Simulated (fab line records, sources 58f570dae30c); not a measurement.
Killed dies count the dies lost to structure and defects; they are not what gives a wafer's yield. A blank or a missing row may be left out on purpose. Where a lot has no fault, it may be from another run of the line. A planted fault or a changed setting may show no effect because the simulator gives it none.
Comparing a struck lot with a sound one | flow berkeley_cmos170 | 15 steps out of a route of 331
Sound: the wafers L881.3, L881.4, L881.5. Wafers struck: L876.1, L876.3, L876.4. Last of all comes the cause.
Order at every step that has rows: each side's tool, ch and its chambers, its first start. Under that, the readings that differ: sound wafers | struck wafers | difference of the means | sigmas: that difference in standard deviations of wafers without a fault.
alike: readings with means less than 2 such deviations apart, plus words and numbers identical on both sides. not compared: withheld readings, readings lacking a value on some wafer, bounds such as >300 that could conceal the same value, and numbers that have no deviation in the record and whose values overlap.
A row with sigmas, a row that says differs or no value, or rows on one side alone: a step with any of these is where the two part. When numbers do not overlap yet have no deviation, they are printed without sigmas and do not part them. A reading that every wafer of one side lacks parts them only if that side has two wafers or more.

UCB170_V2_BOW_MEAS_03:
  sound: film_metro-01 at day 10 15:19; struck: film_metro-01 at day 9 13:46
  alike: V2_BOW
UCB170_V2_THK_MEAS_04:
  sound: film_metro-01 at day 10 15:25; struck: film_metro-01 at day 9 13:53
  alike: V2_POLISHED_THK
then, 3 steps without rows for these wafers: UCB170_V2_CLEAN_05 (cleans in DIW); UCB170_V2_HMDS_06 (prime time 60 s); UCB170_V2_COAT_07 (resist thk 900 nm).
UCB170_V2_SOFTBAKE_08: time 61.3 s.
  sound on litho_track-04 ch 0, day 10 16:02; struck on litho_track-03 ch 0, day 9 14:26
  alike: chill_plate_temp_C, heater_power_total_W, plate_sensor_t_centre_C, plate_sensor_t_edge_C
then, 3 steps without rows for these wafers: UCB170_V2_EXPOSE_09 (exposes mask VIA2, target cd 700 nm); UCB170_V2_PEB_10; UCB170_V2_DEVELOP_11 (develop time 45 s).
UCB170_V2_CD_MEAS_12: the cd target is 700 nm.
  sound: cd_sem-02 at day 10 16:45; struck: cd_sem-01 at day 9 14:58
  alike: cd_nm
UCB170_V2_OVL_MEAS_13:
  sound: overlay-01 at day 10 16:50; struck: overlay-01 at day 9 15:05
  alike: V2_OVL
UCB170_V2_ETCH_14: etches SiO2 in CHF3/CF4/Ar, stops on Al, target depth 1250 nm, time 291 s.
  sound on rie_diel-02 ch 1,2,3, day 10 16:52; struck on rie_diel-03 ch 0,2,3, day 9 15:08
  alike: drypump_motor_current_A, oes_product_au, throttle_valve_pct
  not compared: rf_hours_counter_h
UCB170_V2_STRIP_15: strips in O2.
  sound on plasma_asher-02 ch 0,1, day 10 17:05; struck on plasma_asher-03 ch 0,1, day 9 15:19
  reading               | sound             | struck            | difference | sigmas
  o2_flow_sccm (sccm)   | 401.0 401.1 399.9 | 479.5 480.4 482.9 | +80.3      | +67
  oes_product_au (a.u.) | 0.724 0.719 0.709 | 0.734 0.739 0.739 | +0.020     | +4
  alike: drypump_motor_current_A, strip_time_to_endpoint_s
  not compared: rf_hours_counter_h
UCB170_V2_CD_MEAS_90: the cd target is 700 nm.
  sound: cd_sem-01 at day 10 17:11; struck: cd_sem-02 at day 9 15:25
  alike: cd_nm
UCB170_M3_PROBE_99:
  rows exist in the record for the struck wafers here (prober-02, day 9 19:24), but not for the sound ones

== WHERE THEY PART ==
Last at UCB170_M3_PROBE_99 as far as this record goes, first at UCB170_V2_STRIP_15.

WHY: what the simulator had put in
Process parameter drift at UCB170_V2_STRIP_15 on plasma_asher-03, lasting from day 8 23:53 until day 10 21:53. Setting o2_flow_sccm, moved by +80, from 400. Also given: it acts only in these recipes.
